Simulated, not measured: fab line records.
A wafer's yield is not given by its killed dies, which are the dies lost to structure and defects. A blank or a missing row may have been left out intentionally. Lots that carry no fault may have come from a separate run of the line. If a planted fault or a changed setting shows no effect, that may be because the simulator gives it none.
Comparing a struck lot with a sound one + flow rit_cmos + 29 steps out of a route of 202
Sound: wafers L534.1, L534.3, L534.5. Struck: wafer L545.6 (left out: L545.3, L545.5 of the same lot, which were not struck); the cause appears at the end.
Per side, at each step with rows, come the tool, then ch with its chambers, and then its first start. Under that, the readings that differ: sound wafers + struck wafers + difference of the means + sigmas: that difference in standard deviations of wafers without a fault.
alike: a reading whose means differ by less than 2 such deviations, as well as words and numbers matching on both sides. not compared: withheld readings; readings where some wafer has no value; bounds like >300 that might hide an equal value; numbers whose values overlap and for which the record gives no deviation.
A row with sigmas, a row that says differs or no value, or rows on one side alone: a step with any of these is where the two part. Numbers that don't overlap but have no deviation are shown without sigmas and don't part them. Lack of a reading on every wafer of one side parts them only where that side has two or more wafers.

RIT_SDANNEAL_RTA_03: time 5 s.
  sound on rtp_anneal-02 ch 0, day 5 03:49; struck on rtp_anneal-02 ch 0, day 7 06:10
  alike: anneal_temp_c_max, ramp_up_c_per_s, wafer_temp_C_max
RIT_SDANNEAL_RS_MEAS_04: measurement is done with a four-point probe.
  struck on film_metro-03, day 7 06:14; sound on film_metro-02, day 5 03:53
| reading         | sound                | struck | difference | sigmas |
|-----------------|----------------------|--------|------------|--------|
| PSD_RS (ohm/sq) | 116.27 116.49 116.10 | 115.50 | -0.79      | -3     |
RIT_SDANNEAL_RS_MEAS_05: measurement is done with a four-point probe.
  struck on film_metro-03, day 7 06:22; sound on film_metro-02, day 5 04:00
| reading         | sound             | struck | difference | sigmas |
|-----------------|-------------------|--------|------------|--------|
| NSD_RS (ohm/sq) | 84.35 84.16 84.20 | 85.13  | +0.89      | +3     |
RIT_SDANNEAL_RS_MEAS_06: measurement is done with a four-point probe.
  struck on film_metro-03, day 7 06:29; sound on film_metro-02, day 5 04:07
  alike: PLDD_RS
RIT_SDANNEAL_RS_MEAS_07: measurement is done with a four-point probe.
  struck on film_metro-03, day 7 06:36; sound on film_metro-02, day 5 04:14
  alike: NLDD_RS
then, 1 step without rows for these wafers: RIT_SILICIDE_WET_ETCH_00 (etches SiO2 in BOE, target depth 14 nm, time 15 s).
RIT_SILICIDE_SPUTTER_01: material Ti, target thk 30 nm, time 240 s.
  struck on pvd_sputter-03, day 7 06:41; sound on pvd_sputter-03, day 5 04:23
  alike: substrate_temp_c, throttle_valve_pct
RIT_SILICIDE_RS_MEAS_02: measurement is done with a four-point probe.
  struck on film_metro-01, day 7 06:53; sound on film_metro-01, day 5 04:32
  alike: SILICIDE_TI_RS
RIT_SILICIDE_THK_MEAS_03: measures by xrf.
  struck on film_metro-01, day 7 06:59; sound on film_metro-01, day 5 04:39
  alike: SILICIDE_TI_THK
RIT_SILICIDE_RTA_04: time 10 s, ramp up 5 s, ramp down 5 s.
  sound on rtp_anneal-01 ch 0, day 5 04:43; struck on rtp_anneal-01 ch 0, day 7 07:02
  alike: anneal_temp_c_max, wafer_temp_C_max
then, 1 step without rows for these wafers: RIT_SILICIDE_WET_ETCH_05 (etches Ti in SPM, time 120 s).
RIT_SILICIDE_RTA_06: time 10 s, ramp up 5 s, ramp down 10 s.
  sound on rtp_anneal-02 ch 0, day 5 04:49; struck on rtp_anneal-02 ch 0, day 7 07:09
  alike: anneal_temp_c_max, wafer_temp_C_max
RIT_CONTACT_CVD_00: deposits SiO2 from TEOS, target thk 400 nm, time 61 s.
  sound on pecvd-01 ch 0,2, day 5 04:53; struck on pecvd-04 ch 1, day 7 07:12
| reading                                  | sound             | struck | difference | sigmas |
|------------------------------------------|-------------------|--------|------------|--------|
| run_length_s (s)                         | 89.3 89.2 88.7    | 123.0  | +33.9      | +74    |
| model.SiO2_of_CONTACT_CVD_00.thk_nm (nm) | 396.1 396.1 398.1 | 629.3  | +232.5     |        |
  alike: heater_power_w, susceptor_temp_C
RIT_CONTACT_THK_MEAS_01:
  struck on film_metro-03, day 7 07:16; sound on film_metro-03, day 5 04:56
| reading               | sound       | struck | difference | sigmas |
|-----------------------|-------------|--------|------------|--------|
| CONTACT_TEOS_THK (nm) | 396 396 398 | 630    | +233       | +48    |
then, 6 steps without rows for these wafers: RIT_CONTACT_HMDS_02 (prime time 60 s); RIT_CONTACT_COAT_03 (resist thk 1000 nm); RIT_CONTACT_SOFTBAKE_04 (time 60 s); RIT_CONTACT_EXPOSE_05 (exposes mask M11, target cd 1000 nm); RIT_CONTACT_PEB_06; RIT_CONTACT_DEVELOP_07 (develop time 120 s).
RIT_CONTACT_CD_MEAS_08 targets a cd of 1000 nm.
  struck on cd_sem-02, day 7 08:19; sound on cd_sem-02, day 5 05:58
  alike: cd_nm
RIT_CONTACT_OVL_MEAS_09:
  struck on overlay-02, day 7 08:25; sound on overlay-01, day 5 06:05
  alike: CONTACT_OVL
then, 1 step without rows for these wafers: RIT_CONTACT_HARDBAKE_10 (time 60 s).
RIT_CONTACT_ETCH_11: etches SiO2 in CHF3/CF4/Ar, stops on TiSi2, target depth 480 nm, time 320 s.
  sound on rie_diel-03 ch 0,2, day 5 06:16; struck on rie_diel-04 ch 3, day 7 08:35
| reading                             | sound             | struck | difference | sigmas |
|-------------------------------------|-------------------|--------|------------|--------|
| model.etch.depth_nm (nm)            | 396.1 396.1 398.1 | 479.2  | +82.4      |        |
| model.CONTACT.feature_depth_nm (nm) | 396.1 396.1 398.1 | 479.2  | +82.4      |        |
  alike: drypump_motor_current_A, oes_product_au, throttle_valve_pct
  not compared: rf_hours_counter_h
RIT_CONTACT_STRIP_12: strips in O2, time 180 s.
  sound on plasma_asher-02 ch 0,1, day 5 06:28; struck on plasma_asher-01 ch 1, day 7 08:50
  alike: drypump_motor_current_A
  not compared: rf_hours_counter_h
RIT_CONTACT_CD_MEAS_90 targets a cd of 1000 nm.
  struck on cd_sem-02, day 7 08:59; sound on cd_sem-02, day 5 06:38
  alike: cd_nm
RIT_CONTACT_CLEAN_13: cleans in SC1, time 600 s.
  sound on wet_bench-02 ch 3, day 5 06:46; struck on wet_bench-01 ch 3, day 7 09:04
| reading                                  | sound       | struck | difference | sigmas |
|------------------------------------------|-------------|--------|------------|--------|
| model.SiO2_of_CONTACT_CVD_00.thk_nm (nm) | 392 392 394 | 625.2  | +232.5     |        |
then, 1 step without rows for these wafers: RIT_CONTACT_CLEAN_14 (cleans in SC2, time 600 s).
RIT_M1_PROBE_99:
  struck on prober-01, day 7 13:43; sound on prober-01, day 5 11:59
| reading            | sound | struck | difference | sigmas      |
|--------------------|-------|--------|------------|-------------|
| killed_at_contacts | 0 0 0 | 261    | +261       | +99 or more |
| killed_dies        | 6 7 7 | 264    | +257       | +86         |
| killed_on_rim      | 2 1 3 | 70     | +68        | +57         |
  alike: killed_at_front_end, killed_open, killed_short

WHERE THEY PART
Earliest at RIT_SDANNEAL_RS_MEAS_04; latest, in this record, at RIT_M1_PROBE_99.

WHY: what had been put in by the simulator
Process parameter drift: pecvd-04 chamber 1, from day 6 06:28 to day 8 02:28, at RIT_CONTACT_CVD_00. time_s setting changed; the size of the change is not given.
